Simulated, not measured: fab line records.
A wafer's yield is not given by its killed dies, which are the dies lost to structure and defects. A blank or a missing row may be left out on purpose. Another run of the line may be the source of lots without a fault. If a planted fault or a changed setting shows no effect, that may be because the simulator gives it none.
A struck lot beside a sound one | flow berkeley-cmos170 | 17 steps out of a route of 331
Sound: the wafers L131.1, L131.2, L131.4. Wafers struck: L136.2, L136.4, L136.6. The cause is named last.
For every step that has rows: the tool of each side, followed by ch and its chambers, followed by its first start. Under that, the readings that differ: sound wafers | struck wafers | difference of the means | sigmas: that difference in standard deviations of wafers without a fault.
alike: readings with means less than 2 such deviations apart, plus words and numbers identical on both sides. not compared: withheld readings, readings lacking a value on some wafer, bounds such as >300 that could conceal the same value, and numbers that have no deviation in the record and whose values overlap.
The two part at a step that has a row with sigmas, a row that says differs or no value, or rows on one side only. Numbers that have no deviation but don't overlap get no sigmas and don't part them. A reading that every wafer of one side lacks parts them only if that side has two wafers or more.

first, 2 steps without rows for these wafers: UCB170_NLDD_IMPLANT_08; UCB170_NLDD_IMPLANT_09.
UCB170_NLDD_STRIP_10: strips in O2.
  sound on plasma-asher-03 ch 0,1, day 7 08:17; struck on plasma-asher-01 ch 0,1, day 8 11:44
  alike: drypump-motor-current-A, oes-product-au, strip-time-to-endpoint-s
  not compared: rf-hours-counter-h
UCB170_NLDD_TW_MEAS_11:
  sound: film-metro-04 at day 7 08:23; struck: film-metro-01 at day 8 11:50
  alike: NLDD_TW
then, 1 step without rows for these wafers: UCB170_NLDD_CLEAN_12 (cleans in SPM, time 600 s).
UCB170_SPACER_CVD_00: deposits SiO2 from TEOS/O2, target thk 376 nm, time 47 s.
  sound on pecvd-03 ch 0,1, day 7 08:37; struck on pecvd-02 ch 0,1,2, day 8 12:12
  alike: heater-power-w
UCB170_SPACER_THK_MEAS_01:
  sound: film-metro-01 at day 7 08:40; struck: film-metro-02 at day 8 12:15
  alike: SPACER_TEOS_THK
then, 1 step without rows for these wafers: UCB170_SPACER_ANNEAL_02 (time 1800 s).
UCB170_SPACER_ETCHBACK_03: etches SiO2 in CHF3/CF4/Ar, stops on Si, target depth 376 nm, time 100 s.
  sound on rie-diel-02 ch 1,2,3, day 7 12:46; struck on rie-diel-02 ch 1,2, day 8 17:07
  alike: CHF3_flow_sccm, drypump-motor-current-A, oes-product-au, throttle-valve-pct
  not compared: rf-hours-counter-h
then, 3 steps without rows for these wafers: UCB170_PSD_HMDS_00 (prime time 60 s); UCB170_PSD_COAT_01 (resist thk 900 nm); UCB170_PSD_SOFTBAKE_02 (time 60 s).
UCB170_PSD_EXPOSE_03: exposes mask PSELECT MOD, target cd 1200 nm.
  sound on krf-scanner-02 ch 0, day 7 13:53; struck on krf-scanner-02 ch 0, day 8 17:47
  reading              | sound                | struck               | difference | sigmas
  exposure-dose-mJ-cm2 | 30.007 30.019 30.022 | 26.975 26.975 26.916 | -3.061     | -99 or more
  alike: mask
then, 2 steps without rows for these wafers: UCB170_PSD_PEB_04; UCB170_PSD_DEVELOP_05 (develop time 45 s).
UCB170_PSD_CD_MEAS_06: the cd target is 1200 nm.
  sound: cd-sem-01 at day 7 14:21; struck: cd-sem-02 at day 8 18:10
  reading    | sound                | struck               | difference | sigmas
  cd-nm (nm) | 1198.4 1199.0 1198.2 | 1182.5 1182.0 1182.1 | -16.3      | -13
UCB170_PSD_OVL_MEAS_07:
  sound: overlay-02 at day 7 14:28; struck: overlay-02 at day 8 18:17
  alike: PSD_OVL

## WHERE THEY PART
At UCB170_PSD_EXPOSE_03 first; at UCB170_PSD_CD_MEAS_06 last (within this record only). Later steps at which nothing parts them and some readings are alike: UCB170_PSD_OVL_MEAS_07.

WHY: the cause the simulator had injected
Drift in process parameters on krf-scanner-02 at UCB170_PSD_EXPOSE_03, starting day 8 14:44. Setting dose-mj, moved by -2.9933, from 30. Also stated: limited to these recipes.
